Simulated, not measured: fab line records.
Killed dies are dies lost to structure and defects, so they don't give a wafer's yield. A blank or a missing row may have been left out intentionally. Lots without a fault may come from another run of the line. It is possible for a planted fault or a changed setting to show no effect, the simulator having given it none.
Code-filled problem report in 8D (eight disciplines) form ; flow berkeley cmos170 ; the parts of the form that need people (team, actions taken, sign-off) are left out

== 1. WHAT WENT WRONG ==
Wafers free of any fault read 999.7 nm (standard deviation 1.2) for V2_POLISHED_THK at UCB170_V2_THK_MEAS_04, against a mean of 1347.8 nm on 2 wafers of 2 lots. That is +99 or more standard deviations from the usual mean.
Earliest sighting: wafer L549.5 on film metro-02 at day 9 09:15. Wafers with a number at this step in the record: 39, from 13 lots. Rule for "out" (also "out of limits"): further than 4 standard deviations from the usual mean. All remaining wafers that have a number are taken as sound.

== 2. WHAT IT IS, WHAT IT ISN'T ==
question;is;is not
which readings at this step;V2_POLISHED_THK;-
which lots;L549, L554;L550, L551, L552, L556, L562, L563, L565, L568, L569, L571, L572
which wafers of those lots;L549.5, L554.1;L549.1, L549.3, L554.2, L554.5
read on which gauges;film metro-02;film metro-03, film metro-04
when;from day 9 09:15;"up to then (11 sound wafers); but 26 sound wafers of L554, L556, L562, L563, L565, L568, L569, L571, L572 came after"

== 3. THE SUSPECTS, EACH WITH WHAT RULES IT OUT ==
Counting: any tool at a process step up to the reading remains a suspect provided it ran every lot that is out. Sound lots after the first of them don't rule it out here, since some wafers of a struck lot are sound.
- the gauge at UCB170_V2_THK_MEAS_04 is ruled out. All the wafers that are out were read on film metro-02, but those of them that UCB170_V2_ETCH_14 has rows for are out there too, on other tools.
- rie diel-01 at UCB170_NWELL_ETCH_13 (etches Si3N4 in CH3F/Ar/O2, stops on SiO2, target depth 246.4 nm, time 154 s): kept. It ran every lot that is out, first L549 (day 2 23:58).
- cmp-01 at UCB170_V2_CMP_02 (polishes SiO2): kept. It ran every lot that is out, first L549 (day 9 08:49); its last sound lot up to then is L552 (day 8 21:52).
- cmp-01, UCB170_V2_CMP_02: wafers that are out in chamber 1, sound lot-mates in chambers 0, 2, 3.
Remaining after the count are rie diel-01 at UCB170_NWELL_ETCH_13 and cmp-01 at UCB170_V2_CMP_02.

== 4. THE CAUSE (what the simulator had put in) ==
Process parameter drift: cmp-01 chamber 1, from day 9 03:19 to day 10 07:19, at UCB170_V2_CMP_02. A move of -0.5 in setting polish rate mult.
Counting left 2 suspects, and this tool is among them.

== 5. THE CHAIN OF EFFECTS, in route order ==
Each row: a reading whose mean over the struck wafers that have a number lies more than 3 standard deviations from the usual. Readings are gone through only where the record gives a usual standard deviation; hours: the median, over the lots, of the time from a lot's start at the first step in this table giving one to that lot's start at this step; sigmas: the change measured in usual standard deviations.
hours;step;reading;usual;on struck wafers;change;sigmas
0;UCB170_V2_THK_MEAS_04;V2_POLISHED_THK;999.7 nm;1347.8;+348.1;+99 or more
3;UCB170_V2_ETCH_14;oes product au;0.875 a.u.;1.002;+0.127;+9.8
Its process steps:
- UCB170_V2_ETCH_14: etches SiO2 in CHF3/CF4/Ar, stops on Al, target depth 1250 nm, time 291 s.

== 6. HOW IT WOULD HAVE BEEN CAUGHT EARLIER ==
Counted from the fault's start at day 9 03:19, it took 6 hours until the first out-of-limits reading at a measuring or inspecting step in this record, taken at day 9 09:15.
Of the tool readings at UCB170_V2_CMP_02 for which the record gives a usual standard deviation, none was out on any struck wafer, so an alarm limit of 4 standard deviations on them would not have fired.
By day 9 09:15 the whole set of lots that are out, 2 in number, had already begun UCB170_V2_CMP_02 on cmp-01. Had the tool been put on hold then, not one of them would have been saved.
